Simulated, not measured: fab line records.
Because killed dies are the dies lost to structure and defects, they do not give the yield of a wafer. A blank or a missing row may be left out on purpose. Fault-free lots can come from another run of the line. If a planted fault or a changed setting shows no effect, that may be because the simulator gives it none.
What tool caused it? :: flow berkeley cmos170 :: 14 lots with 42 wafers sampled at 5 steps, on a route of 331 steps

WHAT EACH GAUGE READ, for each wafer
UCB170_GATE_THK_MEAS_02. Usual: GATE_OXIDE_THK typically reads 6.61 nm, with standard deviation 0.12.
lot: L579
measured: day 7 01:27
on: film metro-01
GATE_OXIDE_THK (nm): 6.57 6.66 6.62
flag: 

lot: L578
measured: day 7 03:32
on: film metro-01
GATE_OXIDE_THK (nm): 6.53 6.48 6.58
flag: 

lot: L582
measured: day 7 11:58
on: film metro-01
GATE_OXIDE_THK (nm): 6.80 6.61 6.66
flag: 

lot: L584
measured: day 7 19:07
on: film metro-01
GATE_OXIDE_THK (nm): 6.59 6.75 6.51
flag: 

lot: L585
measured: day 7 19:07
on: film metro-03
GATE_OXIDE_THK (nm): 6.66 6.53 6.52
flag: 

lot: L583
measured: day 7 19:08
on: film metro-04
GATE_OXIDE_THK (nm): 6.55 6.54 6.54
flag: 

lot: L586
measured: day 8 23:37
on: film metro-01
GATE_OXIDE_THK (nm): 6.59 6.47 6.57
flag: 

lot: L592
measured: day 9 07:25
on: film metro-04
GATE_OXIDE_THK (nm): 6.86 6.81 6.73
flag: 

lot: L590
measured: day 9 07:26
on: film metro-04
GATE_OXIDE_THK (nm): 6.66 6.62 6.56
flag: 

lot: L591
measured: day 9 07:26
on: film metro-01
GATE_OXIDE_THK (nm): 6.50 6.53 6.67
flag: 

lot: L587
measured: day 9 07:28
on: film metro-03
GATE_OXIDE_THK (nm): 6.60 6.57 6.53
flag: 

lot: L599
measured: day 11 01:38
on: film metro-01
GATE_OXIDE_THK (nm): 6.45 6.57 6.49
flag: 

lot: L600
measured: day 11 01:39
on: film metro-03
GATE_OXIDE_THK (nm): 6.55 6.47 6.53
flag: 

lot: L601
measured: day 11 09:58
on: film metro-01
GATE_OXIDE_THK (nm): 6.57 6.50 6.48
flag: 

UCB170_NLDD_TW_MEAS_11. Usual: NLDD_TW typically reads 2206, with standard deviation 19.
lot: L579
measured: day 7 16:20
on: film metro-01
NLDD_TW: 2230 2223 2235
flag: 

lot: L578
measured: day 7 16:41
on: film metro-02
NLDD_TW: 2223 2226 2223
flag: 

lot: L582
measured: day 7 23:26
on: film metro-02
NLDD_TW: 2212 2215 2198
flag: 

lot: L584
measured: day 8 12:10
on: film metro-01
NLDD_TW: 2232 2212 2235
flag: 

lot: L585
measured: day 8 12:09
on: film metro-03
NLDD_TW: 2180 2185 2194
flag: 

lot: L583
measured: day 8 11:54
on: film metro-02
NLDD_TW: 2196 2201 2203
flag: 

lot: L586
measured: day 9 13:22
on: film metro-03
NLDD_TW: 2181 2181 2170
flag: 

lot: L592
measured: day 9 21:04
on: film metro-01
NLDD_TW: 2219 2220 2224
flag: 

lot: L590
measured: day 10 00:58
on: film metro-03
NLDD_TW: 2112 2125 2102
flag: OFF

lot: L591
measured: day 10 01:29
on: film metro-03
NLDD_TW: 2180 2181 2178
flag: 

lot: L587
measured: day 10 01:47
on: film metro-03
NLDD_TW: 2104 2110 2112
flag: OFF

lot: L599
measured: day 11 12:53
on: film metro-02
NLDD_TW: 2210 2209 2210
flag: 

lot: L600
measured: day 11 13:09
on: film metro-02
NLDD_TW: 2212 2203 2200
flag: 

lot: L601
measured: day 11 21:17
on: film metro-03
NLDD_TW: 2177 2173 2182
flag: 

UCB170_SDANNEAL_RS_MEAS_05: the measuring method here is four-point-probe. Usual: NLDD_RS typically reads 616.4 ohm/sq, with standard deviation 1.8.
lot: L579
measured: day 8 09:16
on: film metro-03
NLDD_RS (ohm/sq): 618.5 615.9 617.1
flag: 

lot: L578
measured: day 8 09:55
on: film metro-03
NLDD_RS (ohm/sq): 615.3 615.7 616.5
flag: 

lot: L582
measured: day 8 12:23
on: film metro-02
NLDD_RS (ohm/sq): 621.7 618.7 619.1
flag: 

lot: L584
measured: day 9 01:02
on: film metro-03
NLDD_RS (ohm/sq): 614.0 614.5 614.9
flag: 

lot: L585
measured: day 9 01:19
on: film metro-01
NLDD_RS (ohm/sq): 618.1 616.2 616.1
flag: 

lot: L583
measured: day 9 00:37
on: film metro-01
NLDD_RS (ohm/sq): 617.8 617.8 617.0
flag: 

lot: L586
measured: day 10 00:20
on: film metro-02
NLDD_RS (ohm/sq): 619.5 618.9 616.9
flag: 

lot: L592
measured: day 10 08:42
on: film metro-03
NLDD_RS (ohm/sq): 613.1 614.8 614.6
flag: 

lot: L590
measured: day 10 13:55
on: film metro-02
NLDD_RS (ohm/sq): 669.7 672.0 671.8
flag: OFF

lot: L591
measured: day 10 14:23
on: film metro-02
NLDD_RS (ohm/sq): 616.4 616.5 615.9
flag: 

lot: L587
measured: day 10 14:51
on: film metro-03
NLDD_RS (ohm/sq): 666.9 667.6 665.1
flag: OFF

lot: L599
measured: day 11 23:25
on: film metro-01
NLDD_RS (ohm/sq): 613.1 615.7 615.6
flag: 

lot: L600
measured: day 11 23:58
on: film metro-02
NLDD_RS (ohm/sq): 616.7 619.8 617.7
flag: 

lot: L601
measured: day 12 08:29
on: film metro-03
NLDD_RS (ohm/sq): 615.7 615.2 613.7
flag: 

UCB170_CONTACT_THK_MEAS_02. Usual: CONTACT_PSG_THK typically reads 697 nm, with standard deviation 6.3.
lot: L579
measured: day 8 11:43
on: film metro-01
CONTACT_PSG_THK (nm): 689 692 691
flag: 

lot: L578
measured: day 8 13:35
on: film metro-03
CONTACT_PSG_THK (nm): 695 695 693
flag: 

lot: L582
measured: day 8 15:44
on: film metro-04
CONTACT_PSG_THK (nm): 700 699 706
flag: 

lot: L584
measured: day 9 03:35
on: film metro-03
CONTACT_PSG_THK (nm): 701 703 700
flag: 

lot: L585
measured: day 9 04:50
on: film metro-03
CONTACT_PSG_THK (nm): 698 698 705
flag: 

lot: L583
measured: day 9 03:08
on: film metro-01
CONTACT_PSG_THK (nm): 702 706 703
flag: 

lot: L586
measured: day 10 02:48
on: film metro-03
CONTACT_PSG_THK (nm): 711 711 709
flag: 

lot: L592
measured: day 10 11:08
on: film metro-03
CONTACT_PSG_THK (nm): 695 687 690
flag: 

lot: L590
measured: day 10 16:22
on: film metro-03
CONTACT_PSG_THK (nm): 703 690 698
flag: 

lot: L591
measured: day 10 18:09
on: film metro-04
CONTACT_PSG_THK (nm): 698 699 700
flag: 

lot: L587
measured: day 10 18:10
on: film metro-01
CONTACT_PSG_THK (nm): 691 690 690
flag: 

lot: L599
measured: day 12 03:25
on: film metro-01
CONTACT_PSG_THK (nm): 700 694 694
flag: 

lot: L600
measured: day 12 07:07
on: film metro-04
CONTACT_PSG_THK (nm): 706 702 704
flag: 

lot: L601
measured: day 12 10:56
on: film metro-03
CONTACT_PSG_THK (nm): 688 686 691
flag: 

TOOL THAT RAN EACH LOT (tool first, then ch and the chambers of the sampled wafers, then the start)
lot: L579
UCB170_NLDD_IMPLANT_09: implanter-03 ch 0, day 7 16:07

lot: L578
UCB170_NLDD_IMPLANT_09: implanter-01 ch 0, day 7 16:26

lot: L582
UCB170_NLDD_IMPLANT_09: implanter-04 ch 0, day 7 23:11

lot: L584
UCB170_NLDD_IMPLANT_09: implanter-01 ch 0, day 8 11:55

lot: L585
UCB170_NLDD_IMPLANT_09: implanter-04 ch 0, day 8 11:54

lot: L583
UCB170_NLDD_IMPLANT_09: implanter-03 ch 0, day 8 11:40

lot: L586
UCB170_NLDD_IMPLANT_09: implanter-03 ch 0, day 9 13:07

lot: L592
UCB170_NLDD_IMPLANT_09: implanter-03 ch 0, day 9 20:52

lot: L590
UCB170_NLDD_IMPLANT_09: implanter-03 ch 0, day 10 00:43

lot: L591
UCB170_NLDD_IMPLANT_09: implanter-04 ch 0, day 10 01:14

lot: L587
UCB170_NLDD_IMPLANT_09: implanter-03 ch 0, day 10 01:34

lot: L599
UCB170_NLDD_IMPLANT_09: implanter-01 ch 0, day 11 12:38

lot: L600
UCB170_NLDD_IMPLANT_09: implanter-04 ch 0, day 11 12:55

lot: L601
UCB170_NLDD_IMPLANT_09: implanter-04 ch 0, day 11 21:03
- UCB170_NLDD_IMPLANT_09

AS READ BY THE TOOLS THEMSELVES (means over the sampled wafers that have a number; for cases with no such wafer, the mark the record gives instead)
UCB170_NLDD_IMPLANT_09. Usual: dose ions cm2 5e+13, standard deviation 5.8e+10; end station pressure torr 5.15e-06 Torr, standard deviation 3e-07; faraday current uA 158.7, standard deviation 2.9.
lot: L579
tool: implanter-03
dose ions cm2: 5e+13
end station pressure torr (Torr): 5.34e-06
faraday current uA: 160.6
flag: 

lot: L578
tool: implanter-01
dose ions cm2: 5e+13
end station pressure torr (Torr): 4.87e-06
faraday current uA: 158.6
flag: 

lot: L582
tool: implanter-04
dose ions cm2: 5e+13
end station pressure torr (Torr): 5.19e-06
faraday current uA: 154.9
flag: 

lot: L584
tool: implanter-01
dose ions cm2: 5e+13
end station pressure torr (Torr): 5.10e-06
faraday current uA: 154.4
flag: 

lot: L585
tool: implanter-04
dose ions cm2: 5e+13
end station pressure torr (Torr): 4.91e-06
faraday current uA: 158.2
flag: 

lot: L583
tool: implanter-03
dose ions cm2: 5e+13
end station pressure torr (Torr): 5.06e-06
faraday current uA: 156.8
flag: 

lot: L586
tool: implanter-03
dose ions cm2: 5e+13
end station pressure torr (Torr): 5.16e-06
faraday current uA: 155.3
flag: 

lot: L592
tool: implanter-03
dose ions cm2: 5e+13
end station pressure torr (Torr): 4.83e-06
faraday current uA: 160.1
flag: 

lot: L590
tool: implanter-03
dose ions cm2: 4e+13
end station pressure torr (Torr): 4.83e-06
faraday current uA: 121.9
flag: OFF

lot: L591
tool: implanter-04
dose ions cm2: 5e+13
end station pressure torr (Torr): 5.40e-06
faraday current uA: 158.4
flag: 

lot: L587
tool: implanter-03
dose ions cm2: 4e+13
end station pressure torr (Torr): 5.12e-06
faraday current uA: 123.9
flag: OFF

lot: L599
tool: implanter-01
dose ions cm2: 5e+13
end station pressure torr (Torr): 5.48e-06
faraday current uA: 161.6
flag: 

lot: L600
tool: implanter-04
dose ions cm2: 5e+13
end station pressure torr (Torr): 5.06e-06
faraday current uA: 160.4
flag: 

lot: L601
tool: implanter-04
dose ions cm2: 5e+13
end station pressure torr (Torr): 5.38e-06
faraday current uA: 160.3
flag: 

THE ANSWER, worked out from the rows above alone
Rule: a lot is off if the mean of its wafers that have a number lies more than 3 standard deviations from the usual mean. Also off: a lot with no number at a reading for which 4 or more lots have one. Where the step has rows for the other lots, those lots are counted as sound. First the gauges in route order, then the tools' own readings, where a lot's mean is used as printed above. At the first step where some lot is off, the reading lying furthest off is the one used; lots without a number count as furthest.
Off: L590, L587, seen at UCB170_NLDD_TW_MEAS_11 (NLDD_TW).
A tool fits if, at a process step before that reading, it ran every lot that is off, and no sound lot after the first of them. The gauges at UCB170_NLDD_TW_MEAS_11 aren't tried: what is off there is off at UCB170_NLDD_IMPLANT_09 too, on other tools, and a gauge's error can't cause that. One fits: UCB170_NLDD_IMPLANT_09 on implanter-03. Its last sound lot is L592 (day 9 20:52), its first lot that is off L590 (day 10 00:43): a fault that began between those two fits.
The tool's own readings at UCB170_NLDD_IMPLANT_09 bear it out: on the lots that are off they differ by more than 5 times the standard deviation of the sound lots' means. dose ions cm2 reads 4e+13 there against 5e+13 on the sound lots; faraday current uA reads 122.9 there against 158.3 on the sound lots.

WHAT WAS PUT IN BY THE SIMULATOR
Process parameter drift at UCB170_NLDD_IMPLANT_09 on implanter-03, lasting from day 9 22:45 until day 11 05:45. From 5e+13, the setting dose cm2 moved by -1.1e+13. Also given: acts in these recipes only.
Shown lots that were struck: L590, L587. Same finding as the rule above.
